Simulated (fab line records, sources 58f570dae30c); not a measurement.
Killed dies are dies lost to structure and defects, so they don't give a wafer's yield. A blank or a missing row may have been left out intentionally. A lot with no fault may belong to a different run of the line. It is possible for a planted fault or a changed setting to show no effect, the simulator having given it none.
Which tool is to blame? ; flow berkeley cmos170 ; 14 lots, 42 wafers sampled, at 4 steps of a route of 331

WHAT THE GAUGES READ, wafer by wafer
UCB170_SDANNEAL_RS_MEAS_03: a four-point-probe measurement. Usual: NSD_RS gives 37.60 ohm/sq (standard deviation 0.089).
lot;measured;on;NSD_RS (ohm/sq);flag
L189;day 8 10:40;film metro-01;37.46 37.53 37.62;
L186;day 8 11:02;film metro-04;37.55 37.65 37.63;
L188;day 8 11:55;film metro-04;37.59 37.67 37.70;
L191;day 8 20:29;film metro-04;37.70 37.71 37.63;
L193;day 9 04:30;film metro-01;37.55 37.61 37.62;
L195;day 9 18:35;film metro-04;37.46 37.41 37.47;
L196;day 9 19:34;film metro-01;37.59 37.65 37.77;
L200;day 10 05:26;film metro-01;37.57 37.63 37.58;
L199;day 10 05:32;film metro-04;37.73 37.75 37.67;
L203;day 11 11:50;film metro-03;37.55 37.57 37.55;
L206;day 11 12:02;film metro-01;37.63 37.64 37.66;
L205;day 11 12:47;film metro-01;37.57 37.63 37.45;
L204;day 11 12:57;film metro-03;37.61 37.57 37.64;
L207;day 12 04:30;film metro-04;37.64 37.51 37.56;

UCB170_M1_CD_MEAS_09 targets a cd of 700 nm. Usual: cd nm at 699.9 nm, with a standard deviation of 1.4.
lot;measured;on;cd nm (nm);flag
L189;day 8 18:44;cd sem-02;699.7 700.9 701.4;
L186;day 8 19:42;cd sem-01;699.8 699.2 699.6;
L188;day 8 20:38;cd sem-02;703.1 701.7 703.9;
L191;day 9 05:20;cd sem-01;698.0 699.0 697.6;
L193;day 9 14:34;cd sem-01;699.8 701.0 700.9;
L195;day 10 02:00;cd sem-02;699.6 700.2 700.2;
L196;day 10 05:31;cd sem-01;699.9 700.0 699.3;
L200;day 10 14:50;cd sem-01;697.7 699.1 697.1;
L199;day 10 15:25;cd sem-02;700.1 699.0 699.3;
L203;day 11 19:16;cd sem-02;701.1 699.4 700.2;
L206;day 11 19:31;cd sem-02;699.1 698.2 698.7;
L205;day 11 20:52;cd sem-01;699.5 699.3 698.2;
L204;day 11 20:29;cd sem-02;699.2 700.3 700.4;
L207;day 12 12:35;cd sem-01;698.2 698.3 697.6;

UCB170_V1_CD_MEAS_12 targets a cd of 700 nm. Usual: cd nm at 699.9 nm, with a standard deviation of 1.3.
lot;measured;on;cd nm (nm);flag
L189;day 8 23:14;cd sem-02;700.6 698.6 700.1;
L186;day 9 01:11;cd sem-01;699.9 699.0 699.5;
L188;day 9 03:08;cd sem-01;701.2 702.2 701.7;
L191;day 9 09:19;cd sem-02;701.2 701.6 699.5;
L193;day 9 19:02;cd sem-02;699.1 698.8 700.7;
L195;day 10 06:21;cd sem-01;699.7 700.0 700.7;
L196;day 10 09:17;cd sem-02;698.6 698.9 699.0;
L200;day 10 19:50;cd sem-02;701.3 699.4 698.7;
L199;day 10 21:57;cd sem-01;700.9 702.1 702.4;
L203;day 11 23:15;cd sem-01;699.1 700.0 699.7;
L206;day 12 01:14;cd sem-02;698.6 699.0 698.4;
L205;day 12 02:33;cd sem-02;701.1 699.9 701.4;
L204;day 12 02:23;cd sem-01;698.6 700.2 699.1;
L207;day 12 19:32;cd sem-01;698.3 698.0 698.4;

WHICH TOOL RAN EACH LOT (tool, then ch and the chambers of the sampled wafers, then the start)
lot;UCB170_M1_METAL_ETCH_12
L189;rie metal-01 ch 0,1, day 8 18:55
L186;rie metal-03 ch 0,1, day 8 19:53
L188;rie metal-03 ch 0,1, day 8 20:49
L191;rie metal-03 ch 0,1, day 9 05:32
L193;rie metal-03 ch 0,1, day 9 14:46
L195;rie metal-03 ch 0,1, day 10 02:12
L196;rie metal-02 ch 0,1, day 10 05:41
L200;rie metal-01 ch 0,1, day 10 15:01
L199;rie metal-01 ch 0,1, day 10 15:37
L203;rie metal-01 ch 0,1, day 11 19:28
L206;rie metal-02 ch 0,1, day 11 19:43
L205;rie metal-02 ch 0,1, day 11 21:04
L204;rie metal-01 ch 0, day 11 20:40
L207;rie metal-01 ch 0,1, day 12 12:46
- UCB170_M1_METAL_ETCH_12: etches Al in Cl2/BCl3, stops on PSG, target depth 780 nm, time 130 s.

WHAT THE TOOLS THEMSELVES READ (means of the sampled wafers that have a number; where no wafer has one, the mark that the record gives instead)
UCB170_M1_METAL_ETCH_12. Usual: drypump motor current A 5.7 A, standard deviation 0.54; he backside leak sccm 3.28 sccm, standard deviation 0.16; oes product au 0.852 a.u., standard deviation 0.012; run length s 158.2 s, standard deviation 0.73; throttle valve pct 24.31 %, standard deviation 0.17.
lot;tool;drypump motor current A (A);he backside leak sccm (sccm);oes product au (a.u.);run length s (s);throttle valve pct (%);flag
L189;rie metal-01;6.1;3.24;0.847;158.4;24.14;
L186;rie metal-03;5.2;3.21;0.857;158.0;24.47;
L188;rie metal-03;5.2;3.31;0.849;158.1;24.46;
L191;rie metal-03;5.2;3.23;0.844;158.4;24.47;
L193;rie metal-03;5.6;3.30;0.875;155.1;24.47;OFF
L195;rie metal-03;5.6;3.38;0.886;155.3;24.47;OFF
L196;rie metal-02;5.5;3.34;0.871;157.9;24.27;
L200;rie metal-01;6.1;3.31;0.848;158.4;24.13;
L199;rie metal-01;6.1;3.35;0.846;158.3;24.12;
L203;rie metal-01;6.1;3.30;0.849;158.1;24.12;
L206;rie metal-02;5.5;3.33;0.865;157.9;24.27;
L205;rie metal-02;5.7;3.20;0.846;157.8;24.35;
L204;rie metal-01;6.4;3.31;0.869;157.9;24.11;
L207;rie metal-01;6.2;3.33;0.858;158.1;24.12;

THE ANSWER, worked out from the rows above alone
Rule: take the mean of a lot's wafers that have a number; if it is more than 3 standard deviations from the usual mean, the lot is off. Also off: a lot with no number at a reading for which 4 or more lots have one. Where the step has rows for the other lots, those lots are counted as sound. First the gauges in route order, then the tools' own readings, where a lot's mean is used as printed above. At the first step where some lot is off, the reading lying furthest off is the one used; lots without a number count as furthest.
Off, at UCB170_M1_METAL_ETCH_12 on run length s: L193, L195.
If a tool, at that step or one of the process steps before it, ran each lot that is off and ran no sound lot following the first of them, it fits. One fits: rie metal-03 at UCB170_M1_METAL_ETCH_12. Its last sound lot is L191 (day 9 05:32), its first lot that is off L193 (day 9 14:46): a fault that began between those two fits.
The tool's own readings at UCB170_M1_METAL_ETCH_12 bear it out: on the lots that are off they differ by more than 5 times the standard deviation of the sound lots' means. run length s reads 155.2 s there against 158.1 s on the sound lots.

WHAT THE SIMULATOR PUT IN
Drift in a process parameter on rie metal-03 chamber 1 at UCB170_M1_METAL_ETCH_12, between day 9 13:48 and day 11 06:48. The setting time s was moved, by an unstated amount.
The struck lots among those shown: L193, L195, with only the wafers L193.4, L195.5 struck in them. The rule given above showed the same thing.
